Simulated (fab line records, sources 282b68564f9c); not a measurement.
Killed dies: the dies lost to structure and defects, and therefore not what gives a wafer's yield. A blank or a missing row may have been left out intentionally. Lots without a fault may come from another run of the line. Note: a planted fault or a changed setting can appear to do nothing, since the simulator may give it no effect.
fab line records :: flow rit_cmos
record
  lots=14
  wafers=42
  last_day=8
route steps=202 shown NLDD@112 PLDD@124
lots with no fault: from the same line, run without faults
start_h: the number of hours between the record's first day and the start of the first shown wafer of the lot :: wait_h: hours since the lot's step before :: " as in the row above :: L1.1+2: several wafers, shown together as one row :: - no value present, or no start provided :: * or withheld: withheld :: < > ~ a bound
route shown NAME@n: a module of which the file shows steps, and the number in the route of the first :: usual: mean/standard deviation of fault-free wafers :: same: alike in all rows :: chamber/n: place in a boat :: sites: the reading at each site :: _std_site: standard deviation across them :: _edge_site: mean of outer sites minus mean of inner sites :: radius_mm: how far each site lies from the wafer's centre :: mask NAME#n: copy n :: behind: tool/chamber where the wafer was last shaped :: hold: reason for holding the lot/hours on hold/outcome of the hold :: device: the n, p or np transistor that did not switch :: end of line: at the end of the route, the tests of the same wafers :: a step with no rows: only its recipe :: killed: dies that structure and defects cost at the first sort, which is not the same as the wafer's yield :: map: dies across one wafer; x = killed, . = not, _ = none there
set.NAME: the setting that was run; set.NAME@STEP: the one run at that earlier step :: model.NAME: the simulator's own value behind a step, which no gauge read
steps of the route over a sample of lots; a table a step, a row a wafer
services: from which hour (start_h, from the record's first day; less than 0 if before it) a tool's chamber was out of use, for how many hours, and why
## steps
# step RIT_NLDD_STRIP_09
# recipe
  chemistry=O2
  time_s=180
  resist=NOVOLAK
  platen_temp_c=withheld
  power_w=500
  pressure_mtorr=4000
  o2_flow_sccm=4000
# usual
  chamber_pressure_mTorr=4000/3.9
  drypump_motor_current_A=5.8/0.61
lot.wafer: L323.3
tool: plasma_asher-01
chamber: 0
start_h: 44.54
wait_h: 0.1
chamber_pressure_mTorr: 3998
drypump_motor_current_A: 5.6
rf_hours_counter_h: -

lot.wafer: L323.4
tool: plasma_asher-01
chamber: 1
start_h: 44.54
wait_h: 0.1
chamber_pressure_mTorr: 4002
drypump_motor_current_A: 6.5
rf_hours_counter_h: -

lot.wafer: L323.5
tool: plasma_asher-01
chamber: 0
start_h: 44.54
wait_h: 0.1
chamber_pressure_mTorr: 4007
drypump_motor_current_A: 5.6
rf_hours_counter_h: -

lot.wafer: L324.4
tool: plasma_asher-02
chamber: 1
start_h: 48.77
wait_h: 0.1
chamber_pressure_mTorr: 4003
drypump_motor_current_A: 4.8
rf_hours_counter_h: -

lot.wafer: L324.5
tool: plasma_asher-02
chamber: 1
start_h: 48.77
wait_h: 0.1
chamber_pressure_mTorr: 3999
drypump_motor_current_A: 4.8
rf_hours_counter_h: -

lot.wafer: L324.6
tool: plasma_asher-02
chamber: 0
start_h: 48.77
wait_h: 0.1
chamber_pressure_mTorr: 3998
drypump_motor_current_A: 5.9
rf_hours_counter_h: -

lot.wafer: L325.1
tool: plasma_asher-02
chamber: 1
start_h: 56.10
wait_h: 0.1
chamber_pressure_mTorr: 3999
drypump_motor_current_A: 4.8
rf_hours_counter_h: 38

lot.wafer: L325.5
tool: plasma_asher-02
chamber: 0
start_h: 56.10
wait_h: 0.1
chamber_pressure_mTorr: 4003
drypump_motor_current_A: 5.9
rf_hours_counter_h: -

lot.wafer: L325.6
tool: plasma_asher-02
chamber: 1
start_h: 56.10
wait_h: 0.1
chamber_pressure_mTorr: 3998
drypump_motor_current_A: 4.8
rf_hours_counter_h: -

lot.wafer: L328.1
tool: plasma_asher-04
chamber: 0
start_h: 69.51
wait_h: 0.1
chamber_pressure_mTorr: 3999
drypump_motor_current_A: 6.3
rf_hours_counter_h: 28

lot.wafer: L328.4
tool: plasma_asher-04
chamber: 1
start_h: 69.51
wait_h: 0.1
chamber_pressure_mTorr: 3996
drypump_motor_current_A: 5.3
rf_hours_counter_h: -

lot.wafer: L328.5
tool: plasma_asher-04
chamber: 0
start_h: 69.51
wait_h: 0.1
chamber_pressure_mTorr: 4002
drypump_motor_current_A: 6.3
rf_hours_counter_h: -

lot.wafer: L330.1
tool: plasma_asher-04
chamber: 0
start_h: 82.08
wait_h: 0.1
chamber_pressure_mTorr: -
drypump_motor_current_A: -
rf_hours_counter_h: -

lot.wafer: L330.2
tool: plasma_asher-04
chamber: 1
start_h: 82.08
wait_h: 0.1
chamber_pressure_mTorr: -
drypump_motor_current_A: -
rf_hours_counter_h: -

lot.wafer: L330.6
tool: plasma_asher-04
chamber: 0
start_h: 82.08
wait_h: 0.1
chamber_pressure_mTorr: -
drypump_motor_current_A: -
rf_hours_counter_h: -

lot.wafer: L331.2
tool: plasma_asher-02
chamber: 0
start_h: 84.51
wait_h: 0.1
chamber_pressure_mTorr: -
drypump_motor_current_A: -
rf_hours_counter_h: -

lot.wafer: L331.5
tool: plasma_asher-02
chamber: 1
start_h: 84.51
wait_h: 0.1
chamber_pressure_mTorr: -
drypump_motor_current_A: -
rf_hours_counter_h: -

lot.wafer: L331.6
tool: plasma_asher-02
chamber: 0
start_h: 84.51
wait_h: 0.1
chamber_pressure_mTorr: -
drypump_motor_current_A: -
rf_hours_counter_h: -

lot.wafer: L339.1
tool: plasma_asher-01
chamber: 0
start_h: 124.48
wait_h: 0.1
chamber_pressure_mTorr: 3996
drypump_motor_current_A: 5.5
rf_hours_counter_h: 52

lot.wafer: L339.2
tool: plasma_asher-01
chamber: 1
start_h: 124.48
wait_h: 0.1
chamber_pressure_mTorr: 4002
drypump_motor_current_A: 6.6
rf_hours_counter_h: 52

lot.wafer: L339.4
tool: plasma_asher-01
chamber: 1
start_h: 124.48
wait_h: 0.1
chamber_pressure_mTorr: 4000
drypump_motor_current_A: 6.6
rf_hours_counter_h: -

lot.wafer: L340.1
tool: plasma_asher-02
chamber: 0
start_h: 128.25
wait_h: 0.1
chamber_pressure_mTorr: 3996
drypump_motor_current_A: 6.0
rf_hours_counter_h: 1

lot.wafer: L340.5
tool: plasma_asher-02
chamber: 0
start_h: 128.25
wait_h: 0.1
chamber_pressure_mTorr: 4005
drypump_motor_current_A: 5.9
rf_hours_counter_h: -

lot.wafer: L340.6
tool: plasma_asher-02
chamber: 1
start_h: 128.25
wait_h: 0.1
chamber_pressure_mTorr: 4002
drypump_motor_current_A: 4.8
rf_hours_counter_h: -

lot.wafer: L341.1
tool: plasma_asher-01
chamber: 0
start_h: 139.38
wait_h: 0.1
chamber_pressure_mTorr: 4000
drypump_motor_current_A: 5.5
rf_hours_counter_h: 53

lot.wafer: L341.2
tool: plasma_asher-01
chamber: 1
start_h: 139.38
wait_h: 0.1
chamber_pressure_mTorr: 3995
drypump_motor_current_A: 6.5
rf_hours_counter_h: 53

lot.wafer: L341.4
tool: plasma_asher-01
chamber: 1
start_h: 139.38
wait_h: 0.1
chamber_pressure_mTorr: 3996
drypump_motor_current_A: 6.5
rf_hours_counter_h: -

lot.wafer: L342.1
tool: plasma_asher-01
chamber: 1
start_h: 144.81
wait_h: 0.1
chamber_pressure_mTorr: 4000
drypump_motor_current_A: 6.6
rf_hours_counter_h: 53

lot.wafer: L342.5
tool: plasma_asher-01
chamber: 1
start_h: 144.81
wait_h: 0.1
chamber_pressure_mTorr: 4006
drypump_motor_current_A: 6.6
rf_hours_counter_h: -

lot.wafer: L342.6
tool: plasma_asher-01
chamber: 0
start_h: 144.81
wait_h: 0.1
chamber_pressure_mTorr: 4001
drypump_motor_current_A: 5.5
rf_hours_counter_h: -

lot.wafer: L343.1
tool: plasma_asher-01
chamber: 0
start_h: 148.55
wait_h: 0.1
chamber_pressure_mTorr: 3995
drypump_motor_current_A: 5.5
rf_hours_counter_h: 54

lot.wafer: L343.2
tool: plasma_asher-01
chamber: 1
start_h: 148.55
wait_h: 0.1
chamber_pressure_mTorr: 3999
drypump_motor_current_A: 6.6
rf_hours_counter_h: 54

lot.wafer: L343.6
tool: plasma_asher-01
chamber: 0
start_h: 148.55
wait_h: 0.1
chamber_pressure_mTorr: 4003
drypump_motor_current_A: 5.5
rf_hours_counter_h: -

lot.wafer: L344.1
tool: plasma_asher-02
chamber: 0
start_h: 152.58
wait_h: 0.1
chamber_pressure_mTorr: 4001
drypump_motor_current_A: 5.9
rf_hours_counter_h: 3

lot.wafer: L344.3
tool: plasma_asher-02
chamber: 1
start_h: 152.58
wait_h: 0.1
chamber_pressure_mTorr: 3997
drypump_motor_current_A: 4.8
rf_hours_counter_h: -

lot.wafer: L344.4
tool: plasma_asher-02
chamber: 0
start_h: 152.58
wait_h: 0.1
chamber_pressure_mTorr: 4004
drypump_motor_current_A: 5.9
rf_hours_counter_h: -

lot.wafer: L345.1
tool: plasma_asher-01
chamber: 1
start_h: 158.32
wait_h: 0.1
chamber_pressure_mTorr: 4008
drypump_motor_current_A: 6.5
rf_hours_counter_h: 55

lot.wafer: L345.3
tool: plasma_asher-01
chamber: 1
start_h: 158.32
wait_h: 0.1
chamber_pressure_mTorr: 3990
drypump_motor_current_A: 6.5
rf_hours_counter_h: -

lot.wafer: L345.5
tool: plasma_asher-01
chamber: 0
start_h: 158.32
wait_h: 0.1
chamber_pressure_mTorr: 3997
drypump_motor_current_A: 5.5
rf_hours_counter_h: -

lot.wafer: L346.1
tool: plasma_asher-02
chamber: 0
start_h: 166.87
wait_h: 0.1
chamber_pressure_mTorr: 3998
drypump_motor_current_A: 5.9
rf_hours_counter_h: 5

lot.wafer: L346.3
tool: plasma_asher-02
chamber: 1
start_h: 166.87
wait_h: 0.1
chamber_pressure_mTorr: 4001
drypump_motor_current_A: 4.8
rf_hours_counter_h: -

lot.wafer: L346.4
tool: plasma_asher-02
chamber: 0
start_h: 166.87
wait_h: 0.1
chamber_pressure_mTorr: 3999
drypump_motor_current_A: 5.9
rf_hours_counter_h: -
# step RIT_PLDD_TW_MEAS_10
# usual
  PLDD_TW=2350/20
lot.wafer: L323.3
tool: film_metro-01
chamber: -
start_h: 46.22
wait_h: 0.1
PLDD_TW: 2337

lot.wafer: L323.4
tool: film_metro-01
chamber: -
start_h: 46.22
wait_h: 0.1
PLDD_TW: 2339

lot.wafer: L323.5
tool: film_metro-01
chamber: -
start_h: 46.22
wait_h: 0.1
PLDD_TW: 2348

lot.wafer: L324.4
tool: film_metro-04
chamber: -
start_h: 50.38
wait_h: 0.1
PLDD_TW: 2319

lot.wafer: L324.5
tool: film_metro-04
chamber: -
start_h: 50.38
wait_h: 0.1
PLDD_TW: 2326

lot.wafer: L324.6
tool: film_metro-04
chamber: -
start_h: 50.38
wait_h: 0.1
PLDD_TW: 2319

lot.wafer: L325.1
tool: film_metro-02
chamber: -
start_h: 57.82
wait_h: 0.1
PLDD_TW: 2368

lot.wafer: L325.5
tool: film_metro-02
chamber: -
start_h: 57.82
wait_h: 0.1
PLDD_TW: 2361

lot.wafer: L325.6
tool: film_metro-02
chamber: -
start_h: 57.82
wait_h: 0.1
PLDD_TW: 2368

lot.wafer: L328.1
tool: film_metro-02
chamber: -
start_h: 71.23
wait_h: 0.1
PLDD_TW: 2374

lot.wafer: L328.4
tool: film_metro-02
chamber: -
start_h: 71.23
wait_h: 0.1
PLDD_TW: 2380

lot.wafer: L328.5
tool: film_metro-02
chamber: -
start_h: 71.23
wait_h: 0.1
PLDD_TW: 2397

lot.wafer: L330.1
tool: film_metro-01
chamber: -
start_h: 83.68
wait_h: 0.1
PLDD_TW: 30

lot.wafer: L330.2
tool: film_metro-01
chamber: -
start_h: 83.68
wait_h: 0.1
PLDD_TW: 30

lot.wafer: L330.6
tool: film_metro-01
chamber: -
start_h: 83.68
wait_h: 0.1
PLDD_TW: 30

lot.wafer: L331.2
tool: film_metro-01
chamber: -
start_h: 86.24
wait_h: 0.1
PLDD_TW: 30

lot.wafer: L331.5
tool: film_metro-01
chamber: -
start_h: 86.24
wait_h: 0.1
PLDD_TW: 30

lot.wafer: L331.6
tool: film_metro-01
chamber: -
start_h: 86.24
wait_h: 0.1
PLDD_TW: 30

lot.wafer: L339.1
tool: film_metro-04
chamber: -
start_h: 126.07
wait_h: 0.1
PLDD_TW: 2339

lot.wafer: L339.2
tool: film_metro-04
chamber: -
start_h: 126.07
wait_h: 0.1
PLDD_TW: 2332

lot.wafer: L339.4
tool: film_metro-04
chamber: -
start_h: 126.07
wait_h: 0.1
PLDD_TW: 2345

lot.wafer: L340.1
tool: film_metro-04
chamber: -
start_h: 129.85
wait_h: 0.1
PLDD_TW: 2338

lot.wafer: L340.5
tool: film_metro-04
chamber: -
start_h: 129.85
wait_h: 0.1
PLDD_TW: 2340

lot.wafer: L340.6
tool: film_metro-04
chamber: -
start_h: 129.85
wait_h: 0.1
PLDD_TW: 2353

lot.wafer: L341.1
tool: film_metro-04
chamber: -
start_h: 140.98
wait_h: 0.1
PLDD_TW: 2346

lot.wafer: L341.2
tool: film_metro-04
chamber: -
start_h: 140.98
wait_h: 0.1
PLDD_TW: 2342

lot.wafer: L341.4
tool: film_metro-04
chamber: -
start_h: 140.98
wait_h: 0.1
PLDD_TW: 2334

lot.wafer: L342.1
tool: film_metro-02
chamber: -
start_h: 146.41
wait_h: 0.1
PLDD_TW: 2371

lot.wafer: L342.5
tool: film_metro-02
chamber: -
start_h: 146.41
wait_h: 0.1
PLDD_TW: 2346

lot.wafer: L342.6
tool: film_metro-02
chamber: -
start_h: 146.41
wait_h: 0.1
PLDD_TW: 2366

lot.wafer: L343.1
tool: film_metro-02
chamber: -
start_h: 150.15
wait_h: 0.1
PLDD_TW: 2344

lot.wafer: L343.2
tool: film_metro-02
chamber: -
start_h: 150.15
wait_h: 0.1
PLDD_TW: 2352

lot.wafer: L343.6
tool: film_metro-02
chamber: -
start_h: 150.15
wait_h: 0.1
PLDD_TW: 2354

lot.wafer: L344.1
tool: film_metro-01
chamber: -
start_h: 154.26
wait_h: 0.1
PLDD_TW: 2344

lot.wafer: L344.3
tool: film_metro-01
chamber: -
start_h: 154.26
wait_h: 0.1
PLDD_TW: 2318

lot.wafer: L344.4
tool: film_metro-01
chamber: -
start_h: 154.26
wait_h: 0.1
PLDD_TW: 2329

lot.wafer: L345.1
tool: film_metro-04
chamber: -
start_h: 160.19
wait_h: 0.1
PLDD_TW: 2322

lot.wafer: L345.3
tool: film_metro-04
chamber: -
start_h: 160.19
wait_h: 0.1
PLDD_TW: 2322

lot.wafer: L345.5
tool: film_metro-04
chamber: -
start_h: 160.19
wait_h: 0.1
PLDD_TW: 2320

lot.wafer: L346.1
tool: film_metro-02
chamber: -
start_h: 168.46
wait_h: 0.1
PLDD_TW: 2361

lot.wafer: L346.3
tool: film_metro-02
chamber: -
start_h: 168.46
wait_h: 0.1
PLDD_TW: 2389

lot.wafer: L346.4
tool: film_metro-02
chamber: -
start_h: 168.46
wait_h: 0.1
PLDD_TW: 2387
## services
tool: plasma_asher-04
chamber: -
start_h: 28.31
hours: 5.7
kind: repair

tool: plasma_asher-02
chamber: -
start_h: 77.49
hours: 2.8
kind: pm

tool: plasma_asher-02
chamber: -
start_h: 108.75
hours: 9.0
kind: pm

tool: plasma_asher-02
chamber: 0
start_h: 108.75
hours: 9.0
kind: vent_cycle

tool: plasma_asher-02
chamber: 1
start_h: 108.75
hours: 9.0
kind: vent_cycle

tool: plasma_asher-02
chamber: 0
start_h: 117.75
hours: -
kind: clean

tool: plasma_asher-02
chamber: 1
start_h: 117.75
hours: -
kind: clean

tool: plasma_asher-01
chamber: -
start_h: 141.93
hours: 2.8
kind: pm

tool: plasma_asher-02
chamber: -
start_h: 143.74
hours: 0.5
kind: repair
## key
first_sign
  step=RIT_NLDD_STRIP_09
  reading=tool_record
  direction=missing
effect
  step=RIT_PLDD_TW_MEAS_10
  reading=PLDD_TW
  direction=down
  sigmas=99+
  usual=2350
  struck=30
met_at RIT_NLDD_STRIP_09
struck_lots L330,L331
sort_left_out L330.1,L330.2,L330.6,L331.2,L331.5,L331.6
tester_left_out L330,L331
onset_between 69.51 82.08
fault
  kind=skipped_step_whole
  tool=plasma_asher-02,plasma_asher-04
  chamber=-
  onset_h=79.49
  steps=RIT_NLDD_STRIP_09
  scope=struck_lots_only
# tester_left_out: of these lots the tester's yield and bins aren't shown, on N5 and GAA mostly nor the transistor test; their killed dies are dies lost to structure and defects alone, not to doping, threshold or leakage, so they don't give the yield
# sort_left_out: the simulated sort isn't trusted on such a fault, so these wafers' sort isn't shown, and their yield isn't known
